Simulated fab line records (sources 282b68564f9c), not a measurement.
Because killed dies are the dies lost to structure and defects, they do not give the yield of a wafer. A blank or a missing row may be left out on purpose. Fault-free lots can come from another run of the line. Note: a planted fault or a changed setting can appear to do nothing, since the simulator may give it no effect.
What tool caused it? | flow rit cmos | Sampling: 15 lots, 45 wafers, 2 of 202 route steps

== WHAT THE GAUGES READ, wafer by wafer ==
Not one reading of a measure or inspect step in the record can be checked against a usual standard deviation.

== WHICH TOOL RAN EACH LOT (tool, then ch and the chambers of the sampled wafers, then the start) ==
lot  | RIT_CONTACT_SOFTBAKE_04          | RIT_M1_PROBE_99
L308 | litho track-01 ch 0, day 3 03:47 | -
L311 | litho track-04 ch 0, day 3 21:08 | -
L312 | litho track-04 ch 0, day 4 00:59 | -
L313 | litho track-04 ch 0, day 4 08:47 | -
L314 | litho track-02 ch 0, day 4 13:29 | prober-01, day 4 19:39
L315 | litho track-02 ch 0, day 4 15:29 | prober-02, day 4 21:36
L316 | litho track-04 ch 0, day 4 20:35 | prober-01, day 5 02:40
L317 | litho track-02 ch 0, day 5 01:32 | prober-02, day 5 07:23
L318 | litho track-02 ch 0, day 5 06:02 | prober-01, day 5 11:56
L319 | litho track-04 ch 0, day 5 10:39 | prober-02, day 5 16:38
L320 | litho track-02 ch 0, day 5 15:53 | -
L321 | litho track-04 ch 0, day 5 21:05 | prober-01, day 6 03:43
L325 | litho track-02 ch 0, day 6 16:23 | -
L327 | litho track-01 ch 0, day 7 03:28 | -
L331 | litho track-04 ch 0, day 7 22:54 | -
- RIT_CONTACT_SOFTBAKE_04: time 60 s.
- RIT_M1_PROBE_99

== WHAT THE TOOLS THEMSELVES READ (means of the sampled wafers that have a number; where no wafer has one, the mark that the record gives instead) ==
RIT_CONTACT_SOFTBAKE_04. Usual: heater power total W 34.56 W, standard deviation 0.045; run length s 89.30 s, standard deviation 0.2.
lot  | tool           | heater power total W (W) | run length s (s) | flag
L308 | litho track-01 | 34.60                    | 88.89            |
L311 | litho track-04 | 34.56                    | 89.38            |
L312 | litho track-04 | 34.57                    | 89.46            |
L313 | litho track-04 | 34.55                    | 89.44            |
L314 | litho track-02 | 34.56                    | 89.40            |
L315 | litho track-02 | 34.59                    | 89.36            |
L316 | litho track-04 | 34.57                    | 89.30            |
L317 | litho track-02 | 34.62                    | 89.38            |
L318 | litho track-02 | 36.33                    | 79.82            | OFF
L319 | litho track-04 | 34.56                    | 89.43            |
L320 | litho track-02 | 36.38                    | 79.96            | OFF
L321 | litho track-04 | 34.59                    | 89.34            |
L325 | litho track-02 | 36.36                    | 79.90            | OFF
L327 | litho track-01 | 34.53                    | 88.95            |
L331 | litho track-04 | 34.53                    | 89.45            |

RIT_M1_PROBE_99. Usual: killed at contacts 0.1, standard deviation 0.25; killed at front end 6.3, standard deviation 2.9; killed dies 6.4, standard deviation 2.9; killed open 3.3, standard deviation 2.1; killed short 3.1, standard deviation 1.7.
lot  | tool      | killed at contacts | killed at front end | killed dies | killed open | killed short | flag
L314 | prober-01 | 0.0                | 5.7                 | 5.7         | 3.7         | 2.0          |
L315 | prober-02 | 0.0                | 7.3                 | 7.3         | 3.7         | 3.7          |
L316 | prober-01 | 0.0                | 6.7                 | 6.7         | 3.3         | 3.3          |
L317 | prober-02 | 0.3                | 4.3                 | 4.7         | 2.7         | 2.0          |
L318 | prober-01 | 0.0                | 9.3                 | 9.3         | 6.0         | 3.3          |
L319 | prober-02 | 0.0                | 7.7                 | 7.7         | 3.3         | 4.3          |
L321 | prober-01 | 0.0                | 6.7                 | 6.7         | 4.0         | 2.7          |

== THE ANSWER, worked out from the rows above alone ==
Rule: take the mean of a lot's wafers that have a number; if it is more than 3 standard deviations from the usual mean, the lot is off. A lot without any number at a reading at which 4 lots or more have one is off too. Where the step has rows for the other lots, those lots are counted as sound. Order of review: gauges by route order, followed by the tools' own readings, for which a lot's mean as printed above is used. The first step at which some lot is off is used, and at that step the reading that is off furthest; a lot without a number counts as furthest.
Off: L318, L320, L325, at RIT_CONTACT_SOFTBAKE_04 (run length s).
If a tool, at that step or one of the process steps before it, ran each lot that is off and ran no sound lot following the first of them, it fits. One fits: litho track-02 at RIT_CONTACT_SOFTBAKE_04. A fault onset in the window from L317 (day 5 01:32, its last sound lot) to L318 (day 5 06:02, its first lot off) fits.
The tool's own readings at RIT_CONTACT_SOFTBAKE_04 bear it out: on the lots that are off they differ by more than 5 times the standard deviation of the sound lots' means. heater power total W reads 36.36 W there against 34.57 W on the sound lots; run length s reads 79.89 s there against 89.31 s on the sound lots.

== WHAT THE SIMULATOR HAD PUT IN ==
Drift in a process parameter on litho track-02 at RIT_CONTACT_SOFTBAKE_04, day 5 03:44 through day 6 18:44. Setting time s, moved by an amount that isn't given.
Struck lots among those shown: L318, L320, L325. The rule given above showed the same thing.
